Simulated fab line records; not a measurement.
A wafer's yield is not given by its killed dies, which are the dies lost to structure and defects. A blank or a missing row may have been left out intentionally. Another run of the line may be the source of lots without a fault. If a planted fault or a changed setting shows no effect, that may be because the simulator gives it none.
fab line records ; flow berkeleyCmos170
record lots=15; wafers=45; lastDay=12
route steps=331 shown PSD@185 V1@256 M3@321
lots that met no fault: from a run of the same line without faults
startH: start of the lot's first displayed wafer, in hours after the record's first day ; waitH: how many hours have passed since the lot's step before this one ; " the same as in the row above ; L1.1+2: a single row standing in for several wafers ; - value missing, or start not given ; * or withheld: withheld ; < > ~ a bound
route shown NAME@n: names a module that has steps shown in the file, with the first one's number in the route ; usual: mean/standard deviation of fault-free wafers ; same: alike in all rows ; chamber/n: place in a boat ; sites: readings site by site ; _std_site: the standard deviation of these ; _edge_site: mean of outer sites minus mean of inner sites ; radiusMm: how far each site lies from the wafer's centre ; mask NAME#n: copy n ; behind: the tool/chamber that last shaped the wafer ; hold: what put the lot on hold/how long, in hours/how the hold closed ; device: the transistor (n, p or np) that didn't switch ; end of line: tests of these same wafers at the route's end ; step lacking rows: just its recipe ; killed: not the wafer's yield, but the dies lost to structure and defects at the first sort ; map: shows each die of a wafer: x if killed, . if not, _ if none is there
set.NAME: the setting as run; set.NAME@STEP: as run at that earlier step ; model.NAME: the simulator's own value behind a step, which no gauge read
the route's steps for a sample of lots (tables are steps, rows are wafers)
services: from which hour (startH, from the record's first day; less than 0 if before it) a tool's chamber was out of use, for how many hours, and why
## steps
# step UCB170_PSD_TW_MEAS_10
# usual PSD_TW=2306/22
lot.wafer;tool;chamber;startH;waitH;PSD_TW
L911.1;filmMetro-02;-;163.05;0.1;2279
L911.4;filmMetro-02;-;163.05;0.1;2292
L911.5;filmMetro-02;-;163.05;0.1;2299
L910.1;filmMetro-03;-;163.17;0.1;2303
L910.2;filmMetro-03;-;163.17;0.1;2305
L910.6;filmMetro-03;-;163.17;0.1;2314
L912.1;filmMetro-02;-;174.50;0.1;2292
L912.2;filmMetro-02;-;174.50;0.1;2283
L912.5;filmMetro-02;-;174.50;0.1;2298
L914.2;filmMetro-02;-;174.76;0.1;2294
L914.5;filmMetro-02;-;174.76;0.1;2281
L914.6;filmMetro-02;-;174.76;0.1;2290
L917.1;filmMetro-02;-;190.31;0.1;2276
L917.5;filmMetro-02;-;190.31;0.1;2293
L917.6;filmMetro-02;-;190.31;0.1;2286
L915.2;filmMetro-02;-;190.60;0.1;2283
L915.5;filmMetro-02;-;190.60;0.1;2294
L915.6;filmMetro-02;-;190.60;0.1;2289
L918.2;filmMetro-02;-;202.15;0.1;2271
L918.3;filmMetro-02;-;202.15;0.1;2278
L918.4;filmMetro-02;-;202.15;0.1;2291
L921.2;filmMetro-03;-;214.18;0.1;2311
L921.3;filmMetro-03;-;214.18;0.1;2309
L921.6;filmMetro-03;-;214.18;0.1;2312
L919.2;filmMetro-04;-;214.67;0.1;2354
L919.3;filmMetro-04;-;214.67;0.1;2339
L919.4;filmMetro-04;-;214.67;0.1;2333
L924.3;filmMetro-04;-;222.92;0.1;2322
L924.4;filmMetro-04;-;222.92;0.1;2322
L924.5;filmMetro-04;-;222.92;0.1;2320
L923.2;filmMetro-02;-;223.46;0.1;2307
L923.3;filmMetro-02;-;223.46;0.1;2290
L923.5;filmMetro-02;-;223.46;0.1;2293
L925.1;filmMetro-04;-;223.72;0.1;2335
L925.3;filmMetro-04;-;223.72;0.1;2338
L925.6;filmMetro-04;-;223.72;0.1;2335
L927.2;filmMetro-03;-;252.15;0.1;2304
L927.3;filmMetro-03;-;252.15;0.1;2289
L927.5;filmMetro-03;-;252.15;0.1;2299
L930.1;filmMetro-02;-;252.55;0.1;2291
L930.2;filmMetro-02;-;252.55;0.1;2294
L930.5;filmMetro-02;-;252.55;0.1;2288
L932.3;filmMetro-02;-;266.74;0.1;2283
L932.4;filmMetro-02;-;266.74;0.1;2286
L932.5;filmMetro-02;-;266.74;0.1;2290
# step UCB170_V1_CMP_02
# recipe material=SiO2; downForcePsi=6; platenRpm=60; padVelocityMS=0.75398
# usual motorCurrentA=16.2/1.6
lot.wafer;tool;chamber;startH;waitH;motorCurrentA
L911.1;cmp-02;3;175.13;0.1;17.1
L911.4;cmp-02;0;175.13;0.1;15.4
L911.5;cmp-02;1;175.13;0.1;17.0
L910.1;cmp-01;0;180.97;0.1;16.0
L910.2;cmp-01;3;180.97;0.1;11.4
L910.6;cmp-01;0;180.97;0.1;15.9
L914.2;cmp-02;3;188.60;0.1;16.0
L914.6;cmp-02;2;188.60;0.1;17.5
L914.5;cmp-02;3;188.60;0.1;15.1
L912.1;cmp-01;1;189.88;0.1;16.2
L912.2;cmp-01;3;189.88;0.1;12.5
L912.5;cmp-01;1;189.88;0.1;15.8
L915.2;cmp-01;3;205.17;0.1;12.6
L915.5;cmp-01;1;205.17;0.1;16.0
L915.6;cmp-01;2;205.17;0.1;17.6
L917.1;cmp-02;1;206.50;0.1;17.1
L917.5;cmp-02;3;206.50;0.1;15.5
L917.6;cmp-02;0;206.50;0.1;15.9
L918.4;cmp-02;2;220.97;0.0;17.5
L918.2;cmp-02;3;220.97;0.0;15.5
L918.3;cmp-02;1;220.97;0.0;16.7
L921.2;cmp-02;3;227.53;0.1;16.3
L921.3;cmp-02;1;227.53;0.1;16.7
L921.6;cmp-02;3;227.53;0.1;16.4
L919.2;cmp-01;0;228.82;0.0;16.1
L919.4;cmp-01;2;228.82;0.0;17.0
L919.3;cmp-01;3;228.82;0.0;11.9
L923.2;cmp-01;2;236.98;0.0;17.3
L923.3;cmp-01;0;236.98;0.0;16.4
L923.5;cmp-01;3;236.98;0.0;12.5
L924.3;cmp-02;1;239.65;0.1;16.3
L924.4;cmp-02;3;239.65;0.1;16.6
L924.5;cmp-02;0;239.65;0.1;15.5
L925.3;cmp-01;0;240.93;0.0;16.1
L925.1;cmp-01;2;240.93;0.0;17.8
L925.6;cmp-01;0;240.93;0.0;16.9
L930.1;cmp-01;1;265.80;0.1;16.3
L930.2;cmp-01;2;265.80;0.1;18.4
L930.5;cmp-01;0;265.80;0.1;16.8
L927.2;cmp-02;2;267.09;0.0;17.5
L927.3;cmp-02;0;267.09;0.0;15.4
L927.5;cmp-02;2;267.09;0.0;18.0
L932.4;cmp-02;2;283.86;0.3;18.4
L932.3;cmp-02;0;283.86;0.3;15.6
L932.5;cmp-02;3;283.86;0.3;16.4
# step UCB170_M3_EXPOSE_12
# recipe maskId=METAL3; targetCdNm=700; na=0.5; sigmaOuter=0.6; sourceShape=conventional; doseMj=26
# same na=0.5
lot.wafer;tool;chamber;startH;waitH;mask
L911.1+4+5;krfScanner-01;0;186.52;-;METAL3#0
L910.1+2+6;krfScanner-01;0;191.06;-;METAL3#0
L914.2+5+6;krfScanner-01;0;198.71;-;METAL3#0
L912.1+2+5;krfScanner-01;0;201.31;-;METAL3#0
L915.2+5+6;krfScanner-02;0;216.07;-;METAL3#0
L917.1+5+6;krfScanner-01;0;216.90;-;METAL3#0
L918.2+3+4;krfScanner-02;0;231.07;-;METAL3#0
L921.2+3+6;krfScanner-01;0;238.71;-;METAL3#0
L919.2+3+4;krfScanner-02;0;240.79;-;METAL3#0
L923.2+3+5;krfScanner-01;0;248.41;-;METAL3#0
L924.3+4+5;krfScanner-01;0;251.74;-;METAL3#0
L925.1+3+6;krfScanner-01;0;251.87;-;METAL3#0
L930.1+2+5;krfScanner-02;0;276.05;-;METAL3#0
L927.2+3+5;krfScanner-02;0;279.39;-;METAL3#0
L932.3+4+5;krfScanner-02;0;296.58;-;METAL3#0
# step UCB170_M3_CD_MEAS_15
# recipe targetCdNm=700
# usual cdNm=699.9/1.6
lot.wafer;tool;chamber;startH;waitH;cdNm
L911.1;cdSem-02;-;187.07;-;700.1
L911.4;cdSem-02;-;187.07;-;701.7
L911.5;cdSem-02;-;187.07;-;701.7
L910.1;cdSem-01;-;191.71;-;702.2
L910.2;cdSem-01;-;191.71;-;702.0
L910.6;cdSem-01;-;191.71;-;700.1
L914.2;cdSem-02;-;199.43;-;700.5
L914.5;cdSem-02;-;199.43;-;699.3
L914.6;cdSem-02;-;199.43;-;698.6
L912.1;cdSem-01;-;202.01;-;701.3
L912.2;cdSem-01;-;202.01;-;699.0
L912.5;cdSem-01;-;202.01;-;700.4
L915.2;cdSem-01;-;216.78;-;700.9
L915.5;cdSem-01;-;216.78;-;701.5
L915.6;cdSem-01;-;216.78;-;700.4
L917.1;cdSem-02;-;217.33;-;699.0
L917.5;cdSem-02;-;217.33;-;699.8
L917.6;cdSem-02;-;217.33;-;699.7
L918.2;cdSem-02;-;231.64;-;699.1
L918.3;cdSem-02;-;231.64;-;699.4
L918.4;cdSem-02;-;231.64;-;699.6
L921.2;cdSem-02;-;239.76;-;698.8
L921.3;cdSem-02;-;239.76;-;699.7
L921.6;cdSem-02;-;239.76;-;698.5
L919.2;cdSem-02;-;241.59;-;699.3
L919.3;cdSem-02;-;241.59;-;701.3
L919.4;cdSem-02;-;241.59;-;701.8
L923.2;cdSem-02;-;248.96;-;698.1
L923.3;cdSem-02;-;248.96;-;699.6
L923.5;cdSem-02;-;248.96;-;698.4
L924.3;cdSem-01;-;252.53;-;700.1
L924.4;cdSem-01;-;252.53;-;699.4
L924.5;cdSem-01;-;252.53;-;700.5
L925.1;cdSem-02;-;252.54;-;704.4
L925.3;cdSem-02;-;252.54;-;703.0
L925.6;cdSem-02;-;252.54;-;704.0
L930.1;cdSem-01;-;277.33;-;698.4
L930.2;cdSem-01;-;277.33;-;699.1
L930.5;cdSem-01;-;277.33;-;699.3
L927.2;cdSem-01;-;279.78;-;702.2
L927.3;cdSem-01;-;279.78;-;700.4
L927.5;cdSem-01;-;279.78;-;701.2
L932.3;cdSem-02;-;297.53;-;699.6
L932.4;cdSem-02;-;297.53;-;698.5
L932.5;cdSem-02;-;297.53;-;698.0
# step UCB170_M3_OVL_MEAS_16
# usual M3_OVL=4/6.1
lot.wafer;tool;chamber;startH;waitH;M3_OVL[nm]
L911.1;overlay-02;-;187.19;0.1;-7
L911.4;overlay-02;-;187.19;0.1;3
L911.5;overlay-02;-;187.19;0.1;-1
L910.1;overlay-01;-;191.83;0.1;6
L910.2;overlay-01;-;191.83;0.1;-2
L910.6;overlay-01;-;191.83;0.1;-14
L914.2;overlay-02;-;199.54;0.1;-2
L914.5;overlay-02;-;199.54;0.1;13
L914.6;overlay-02;-;199.54;0.1;0
L912.1;overlay-01;-;202.13;0.1;10
L912.2;overlay-01;-;202.13;0.1;9
L912.5;overlay-01;-;202.13;0.1;9
L915.2;overlay-01;-;216.89;0.1;11
L915.5;overlay-01;-;216.89;0.1;5
L915.6;overlay-01;-;216.89;0.1;3
L917.1;overlay-01;-;217.45;0.1;-2
L917.5;overlay-01;-;217.45;0.1;-3
L917.6;overlay-01;-;217.45;0.1;-9
L918.2;overlay-01;-;231.75;0.1;-1
L918.3;overlay-01;-;231.75;0.1;15
L918.4;overlay-01;-;231.75;0.1;6
L921.2;overlay-02;-;239.87;0.1;1
L921.3;overlay-02;-;239.87;0.1;13
L921.6;overlay-02;-;239.87;0.1;8
L919.2;overlay-01;-;241.70;0.1;-3
L919.3;overlay-01;-;241.70;0.1;-3
L919.4;overlay-01;-;241.70;0.1;-10
L923.2;overlay-02;-;249.06;0.1;68
L923.3;overlay-02;-;249.06;0.1;84
L923.5;overlay-02;-;249.06;0.1;77
L924.3;overlay-01;-;252.62;0.1;73
L924.4;overlay-01;-;252.62;0.1;67
L924.5;overlay-01;-;252.62;0.1;76
L925.1;overlay-02;-;252.66;0.1;78
L925.3;overlay-02;-;252.66;0.1;75
L925.6;overlay-02;-;252.66;0.1;82
L930.1;overlay-02;-;277.45;0.1;7
L930.2;overlay-02;-;277.45;0.1;4
L930.5;overlay-02;-;277.45;0.1;6
L927.2;overlay-02;-;279.89;0.1;3
L927.3;overlay-02;-;279.89;0.1;1
L927.5;overlay-02;-;279.89;0.1;-4
L932.3;overlay-02;-;297.62;0.1;3
L932.4;overlay-02;-;297.62;0.1;-2
L932.5;overlay-02;-;297.62;0.1;3
## services
tool;chamber;startH;hours;kind
cmp-02;-;152.15;2.1;repair
krfScanner-02;-;160.15;1.3;pm
krfScanner-01;-;179.38;1.3;pm
krfScanner-01;0;184.94;-;calibration
cmp-01;-;196.66;2.1;repair
krfScanner-02;-;209.98;2.9;repair
cmp-02;-;224.66;2.3;repair
krfScanner-01;-;227.44;4.0;pm
cmp-01;-;232.00;4.0;pm
cmp-01;-;236.00;-;consumableReplace:conditioner
cmp-01;-;236.00;-;consumableReplace:pad
krfScanner-02;-;246.64;1.0;pm
krfScanner-02;-;250.82;5.5;pm
krfScanner-01;-;268.63;1.0;pm
cmp-02;-;276.08;1.3;repair
krfScanner-01;-;277.10;2.6;repair
cmp-02;-;289.52;6.6;pm
krfScanner-02;0;291.19;-;calibration
## key
firstSign step=UCB170_M3_OVL_MEAS_16; reading=M3_OVL; direction=up; sigmas=12; usual=4; struck=75
effect none on later readings
metAt UCB170_M3_EXPOSE_12
struckLots L923,L924,L925
sortLeftOut L924.3,L924.4,L924.5
testerLeftOut L923,L924,L925
notActingAt UCB170_PSD_TW_MEAS_10,UCB170_V1_CMP_02,UCB170_M3_CD_MEAS_15
onsetBetween 238.71 248.41
earlierFault kind=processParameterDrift; tool=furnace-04; chamber=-; onsetH=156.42; steps=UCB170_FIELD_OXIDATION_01; channel=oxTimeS; offset=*; shape=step; endH=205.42; actsIn=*; stated=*
earlierFault kind=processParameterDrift; tool=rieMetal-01; chamber=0; onsetH=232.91; steps=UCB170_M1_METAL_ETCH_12; channel=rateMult; offset=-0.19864; shape=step
fault kind=scannerMatchingOverlay; tool=krfScanner-01; chamber=-; onsetH=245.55; steps=UCB170_M3_EXPOSE_12; offset=70.097
# testerLeftOut: of these lots the tester's yield and bins aren't shown, on N5 and GAA mostly nor the transistor test; their killed dies are dies lost to structure and defects alone, not to doping, threshold or leakage, so they don't give the yield
# sortLeftOut: the simulated sort isn't trusted on such a fault, so these wafers' sort isn't shown, and their yield isn't known
